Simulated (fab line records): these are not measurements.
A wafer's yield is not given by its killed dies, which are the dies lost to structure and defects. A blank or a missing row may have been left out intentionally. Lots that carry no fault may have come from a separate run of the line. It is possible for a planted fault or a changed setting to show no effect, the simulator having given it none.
Chamber matching ; flow berkeley-cmos170 ; 4 sister chambers for UCB170_ZERO_ETCH_06 on rie-diel-03
The step etches SiO2 in CHF3/CF4/Ar, time 12 s. 8 wafers are shown with their chamber, then 8 later ones without.

## WAFERS PAIRED WITH THEIR CHAMBERS
wafer;chamber;throttle-valve-pct (%);drypump-motor-current-A (A)
L301.2;3;9.32;6.0
L303.5;2;8.99;5.0
L306.1;2;8.98;5.0
L306.2;3;9.32;5.9
L306.3;1;9.06;5.7
L309.3;1;9.07;5.6
L309.5;0;9.12;5.1
L311.2;0;9.14;5.1

## WAFERS WHOSE CHAMBER IS MISSING
wafer;throttle-valve-pct (%);drypump-motor-current-A (A)
L311.4;9.06;5.7
L311.6;9.12;5.1
L315.1;9.06;5.7
L315.4;9.30;5.9
L315.6;9.01;5.0
L317.4;9.31;5.9
L317.5;8.97;5.0
L317.6;9.06;5.7

## WHICH CHAMBER EACH ONE RAN IN
wafer;from the rows above;in truth
L311.4;1;1
L311.6;0;0
L315.1;1;1
L315.4;3;3
L315.6;2;2
L317.4;3;3
L317.5;2;2
L317.6;1;1
Correctly placed: 8 of 8. From these rows, 0 cannot be placed. Number placed wrongly: 0.
How it was worked out, from the rows above alone: a wafer's distance from a chamber is the root of the sum, over the readings, of the square of ((its reading less the chamber's mean) divided by the reading's scatter). If the next closest chamber is less than 2 further off than the closest, the wafer can't be placed; otherwise it belongs to the closest. Each chamber's mean is taken over the wafers shown for it. The scatter is the square root of a quotient: the sum, over the shown wafers, of each reading's squared deviation from its chamber's mean, divided by wafers minus chambers.
